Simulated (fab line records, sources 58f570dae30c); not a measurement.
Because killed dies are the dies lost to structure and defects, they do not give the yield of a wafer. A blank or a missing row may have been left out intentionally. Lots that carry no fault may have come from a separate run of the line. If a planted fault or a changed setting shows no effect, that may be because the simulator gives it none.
What tool caused it? -- flow berkeley-cmos170 -- 21 wafers from 7 lots sampled at 2 of the route's 331 steps

WHAT EACH GAUGE READ, for each wafer
UCB170_SPACER_THK_MEAS_01.
lot,measured,on,SPACER_TEOS_THK (nm)
L717,day 7 14:10,film-metro-04,369 380 371
L720,day 8 12:28,film-metro-01,366 376 374
L725,day 8 23:15,film-metro-01,373 374 380
L722,day 9 00:32,film-metro-04,377 374 377
L728,day 10 05:57,film-metro-04,368 367 373
L731,day 10 20:11,film-metro-02,365 366 371
L736,day 11 14:27,film-metro-04,373 379 381

WHICH TOOL RAN EACH LOT (tool, then ch and the chambers of the sampled wafers, then the start)
lot,UCB170_SPACER_CVD_00
L717,"pecvd-01 ch 1,2, day 7 14:06"
L720,"pecvd-02 ch 0,1, day 8 12:23"
L725,"pecvd-04 ch 0,2, day 8 23:12"
L722,"pecvd-04 ch 0,1, day 9 00:29"
L728,"pecvd-04 ch 0,2, day 10 05:55"
L731,"pecvd-04 ch 1,2, day 10 20:09"
L736,"pecvd-04 ch 0,2, day 11 14:25"
- UCB170_SPACER_CVD_00: deposits SiO2 from TEOS/O2, target thk 376 nm, time 47 s.

THE ANSWER, worked out from the rows above alone
Rule: the usual values come from the lots themselves. The widest of any qualifying gaps counts: lots, ordered by their means at a reading, are off when they make up no more than a third of the lots, leave a main group of 4 or more, and stand apart from it by 3 or more times the standard deviation of that group's means. The tables above print the reading to a certain number of digits; a main group whose means all agree to those digits is not used. A lot without any number at a reading at which 4 lots or more have one is off too. The other lots that the step has rows for count as sound.
Nothing can be told from this: no lot is off at any reading shown.

WHAT THE SIMULATOR HAD PUT IN
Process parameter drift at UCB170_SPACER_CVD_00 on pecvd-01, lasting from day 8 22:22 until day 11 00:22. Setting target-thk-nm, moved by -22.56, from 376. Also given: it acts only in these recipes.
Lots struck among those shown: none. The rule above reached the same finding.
